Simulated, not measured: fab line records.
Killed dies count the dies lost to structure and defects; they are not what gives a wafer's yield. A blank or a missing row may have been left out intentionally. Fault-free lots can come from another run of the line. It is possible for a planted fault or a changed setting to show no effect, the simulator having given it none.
Which tool did it? + flow rit cmos + 14 lots, 42 wafers sampled, at 5 steps of a route of 202

WHAT THE GAUGES READ, wafer by wafer
RIT_ACTIVE_THK_MEAS_02.
| lot  | measured    | on            | ACTIVE_OXIDE_THK (nm) |
|------|-------------|---------------|-----------------------|
| L843 | day 1 17:04 | film metro-04 | 47.5 48.4 48.4        |
| L844 | day 1 22:11 | film metro-04 | 46.4 45.7 45.7        |
| L845 | day 2 03:47 | film metro-03 | 47.2 47.4 46.5        |
| L846 | day 2 08:03 | film metro-01 | 45.7 46.1 46.9        |
| L847 | day 2 14:44 | film metro-04 | 48.3 49.1 47.3        |
| L848 | day 2 18:05 | film metro-03 | 48.0 47.2 47.6        |
| L849 | day 2 23:23 | film metro-01 | 45.9 45.8 46.0        |
| L851 | day 3 09:26 | film metro-04 | 47.2 47.0 46.8        |
| L852 | day 3 15:04 | film metro-03 | 47.0 46.3 46.8        |
| L856 | day 4 12:06 | film metro-03 | 47.5 47.0 47.6        |
| L858 | day 4 20:44 | film metro-03 | 46.0 46.2 46.0        |
| L859 | day 5 03:10 | film metro-03 | 47.0 46.5 46.3        |
| L863 | day 6 00:59 | film metro-03 | 46.3 46.1 46.5        |
| L865 | day 6 08:43 | film metro-01 | 46.7 46.1 47.3        |

RIT_WELLDRIVE_RS_MEAS_02: uses a four-point probe to measure.
| lot  | measured    | on            | PWELL_RS (ohm/sq) |
|------|-------------|---------------|-------------------|
| L843 | day 2 10:59 | film metro-02 | 429.0 430.2 429.3 |
| L844 | day 2 14:35 | film metro-03 | 432.0 432.8 432.0 |
| L845 | day 2 22:43 | film metro-02 | 430.0 430.0 429.3 |
| L846 | day 3 04:03 | film metro-02 | 429.5 428.2 429.5 |
| L847 | day 3 07:36 | film metro-03 | 430.7 430.9 431.9 |
| L848 | day 3 11:47 | film metro-03 | 431.3 432.0 431.4 |
| L849 | day 3 17:53 | film metro-02 | 431.7 430.0 430.7 |
| L851 | day 4 04:25 | film metro-03 | 427.5 427.4 429.2 |
| L852 | day 4 09:30 | film metro-02 | 430.3 430.5 429.5 |
| L856 | day 5 08:23 | film metro-02 | 428.5 427.3 427.1 |
| L858 | day 5 21:51 | film metro-02 | 428.7 428.6 427.6 |
| L859 | day 6 01:14 | film metro-02 | 427.6 428.7 429.3 |
| L863 | day 6 22:46 | film metro-03 | 431.3 431.5 430.9 |
| L865 | day 7 08:39 | film metro-02 | 429.1 427.4 428.6 |

RIT_GATE_THK_MEAS_07.
| lot  | measured    | on            | GATE_OXIDE_THK (nm) |
|------|-------------|---------------|---------------------|
| L843 | day 2 17:32 | film metro-01 | 3.04 2.98 2.96      |
| L844 | day 2 22:52 | film metro-01 | 3.02 3.09 3.09      |
| L845 | day 3 06:34 | film metro-01 | 3.00 2.94 2.99      |
| L846 | day 3 10:34 | film metro-01 | 2.92 2.89 2.90      |
| L847 | day 3 14:44 | film metro-01 | 3.03 2.96 3.00      |
| L848 | day 3 20:28 | film metro-04 | 2.93 3.02 2.97      |
| L849 | day 4 01:11 | film metro-02 | 3.01 3.02 2.94      |
| L851 | day 4 12:23 | film metro-01 | 2.95 2.93 3.02      |
| L852 | day 4 17:43 | film metro-02 | 3.01 3.05 3.06      |
| L856 | day 5 15:20 | film metro-04 | 2.95 3.05 2.94      |
| L858 | day 6 08:49 | film metro-02 | 3.02 3.08 3.09      |
| L859 | day 6 08:49 | film metro-04 | 3.09 3.12 2.96      |
| L863 | day 7 13:35 | film metro-02 | 3.00 3.02 2.98      |
| L865 | day 7 18:56 | film metro-04 | 3.14 3.14 3.20      |

RIT_M1_CD_MEAS_90: target cd 2600 nm.
| lot  | measured    | on        | cd nm (nm)     |
|------|-------------|-----------|----------------|
| L843 | day 3 16:18 | cd sem-01 | 2603 2604 2603 |
| L844 | day 3 21:38 | cd sem-01 | 2602 2602 2601 |
| L845 | day 4 03:36 | cd sem-02 | 2603 2599 2604 |
| L846 | day 4 11:31 | cd sem-01 | 2601 2601 2605 |
| L847 | day 4 13:37 | cd sem-01 | 2602 2603 2605 |
| L848 | day 4 19:45 | cd sem-01 | 2601 2594 2602 |
| L849 | day 4 23:17 | cd sem-02 | 2598 2602 2597 |
| L851 | day 5 10:57 | cd sem-02 | 2601 2596 2596 |
| L852 | day 5 16:23 | cd sem-02 | 2598 2600 2599 |
| L856 | day 6 19:23 | cd sem-02 | 2609 2601 2612 |
| L858 | day 7 11:41 | cd sem-02 | 2614 2615 2615 |
| L859 | day 7 09:22 | cd sem-02 | 2598 2602 2596 |
| L863 | day 8 15:20 | cd sem-02 | 2597 2599 2603 |
| L865 | day 8 21:17 | cd sem-02 | 2595 2602 2593 |

WHICH TOOL RAN EACH LOT (tool, then ch and the chambers of the sampled wafers, then the start)
| lot  | RIT_M1_METAL_ETCH_12             |
|------|----------------------------------|
| L843 | rie metal-01 ch 0, day 3 15:46   |
| L844 | rie metal-02 ch 0,1, day 3 21:06 |
| L845 | rie metal-04 ch 0,1, day 4 03:04 |
| L846 | rie metal-01 ch 0,1, day 4 11:00 |
| L847 | rie metal-02 ch 0,1, day 4 13:07 |
| L848 | rie metal-01 ch 0,1, day 4 19:14 |
| L849 | rie metal-04 ch 0,1, day 4 22:43 |
| L851 | rie metal-01 ch 0,1, day 5 10:27 |
| L852 | rie metal-04 ch 0,1, day 5 15:53 |
| L856 | rie metal-04 ch 0,1, day 6 18:51 |
| L858 | rie metal-04 ch 0, day 7 10:59   |
| L859 | rie metal-01 ch 0,1, day 7 08:49 |
| L863 | rie metal-02 ch 0,1, day 8 14:47 |
| L865 | rie metal-01 ch 0,1, day 8 20:45 |
- RIT_M1_METAL_ETCH_12: etches Al in Cl2/BCl3, stops on SiO2, time 165 s, target depth 600 nm.

AS READ BY THE TOOLS THEMSELVES (means over the sampled wafers that have a number; for cases with no such wafer, the mark the record gives instead)
RIT_M1_METAL_ETCH_12.
| lot  | tool         | drypump motor current A (A) | he backside leak sccm (sccm) | oes product au (a.u.) | rf fwd power W (W) | throttle valve pct (%) |
|------|--------------|-----------------------------|------------------------------|-----------------------|--------------------|------------------------|
| L843 | rie metal-01 | 5.6                         | 3.19                         | 0.789                 | 249.0              | 8.56                   |
| L844 | rie metal-02 | 5.9                         | 3.56                         | 0.778                 | 248.5              | 8.40                   |
| L845 | rie metal-04 | 5.2                         | 3.44                         | 0.770                 | 249.2              | 8.37                   |
| L846 | rie metal-01 | 5.4                         | 3.34                         | 0.775                 | 248.3              | 8.53                   |
| L847 | rie metal-02 | 5.9                         | 3.34                         | 0.781                 | 249.1              | 8.41                   |
| L848 | rie metal-01 | 5.4                         | 3.11                         | 0.774                 | 249.4              | 8.54                   |
| L849 | rie metal-04 | 5.3                         | 3.34                         | 0.774                 | 248.5              | 8.40                   |
| L851 | rie metal-01 | 5.3                         | 3.09                         | 0.766                 | 249.8              | 8.51                   |
| L852 | rie metal-04 | 5.3                         | 3.36                         | 0.772                 | 248.7              | 8.40                   |
| L856 | rie metal-04 | 5.3                         | 3.29                         | 0.762                 | 182.5              | 8.41                   |
| L858 | rie metal-04 | 5.5                         | 3.23                         | 0.745                 | 149.0              | 8.43                   |
| L859 | rie metal-01 | 5.4                         | 3.45                         | 0.783                 | 248.9              | 8.53                   |
| L863 | rie metal-02 | 6.0                         | 3.53                         | 0.774                 | 248.8              | 8.30                   |
| L865 | rie metal-01 | 5.3                         | 3.15                         | 0.765                 | 249.2              | 8.51                   |

THE ANSWER, worked out from the rows above alone
Rule: the lots themselves supply what counts as usual. Put in order of their means at a reading, lots are off if they are a third of the lots or fewer, leave a main group of 4 or more, and stand apart from it by a gap of 3 or more times the standard deviation of the main group's means; of several such gaps the widest counts. If all means in a main group match to the digits the tables above print for the reading, that group is not used. Also off: a lot with no number at a reading for which 4 or more lots have one. Any other lot the step has rows for is counted as sound. First the gauges in route order, then the tools' own readings, where a lot's mean is used as printed above. The first step at which some lot is off is used, and at that step the reading that is off furthest; a lot without a number counts as furthest.
Off: L856, L858 (RIT_M1_METAL_ETCH_12, rf fwd power W). For the main group the mean is 248.9 W and the standard deviation 0.41.
If a tool, at that step or one of the process steps before it, ran each lot that is off and ran no sound lot following the first of them, it fits. One fits: rie metal-04 at RIT_M1_METAL_ETCH_12. A fault onset in the window from L852 (day 5 15:53, its last sound lot) to L856 (day 6 18:51, its first lot off) fits.
On the lots that are off, the tool's own readings at RIT_M1_METAL_ETCH_12 differ by more than 5 times the standard deviation of the sound lots' means, which bears it out; rf fwd power W reads 165.8 W there versus 248.9 W on the sound lots.

WHAT WAS PUT IN BY THE SIMULATOR
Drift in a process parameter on rie metal-04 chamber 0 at RIT_M1_METAL_ETCH_12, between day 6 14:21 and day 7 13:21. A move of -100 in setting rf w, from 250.
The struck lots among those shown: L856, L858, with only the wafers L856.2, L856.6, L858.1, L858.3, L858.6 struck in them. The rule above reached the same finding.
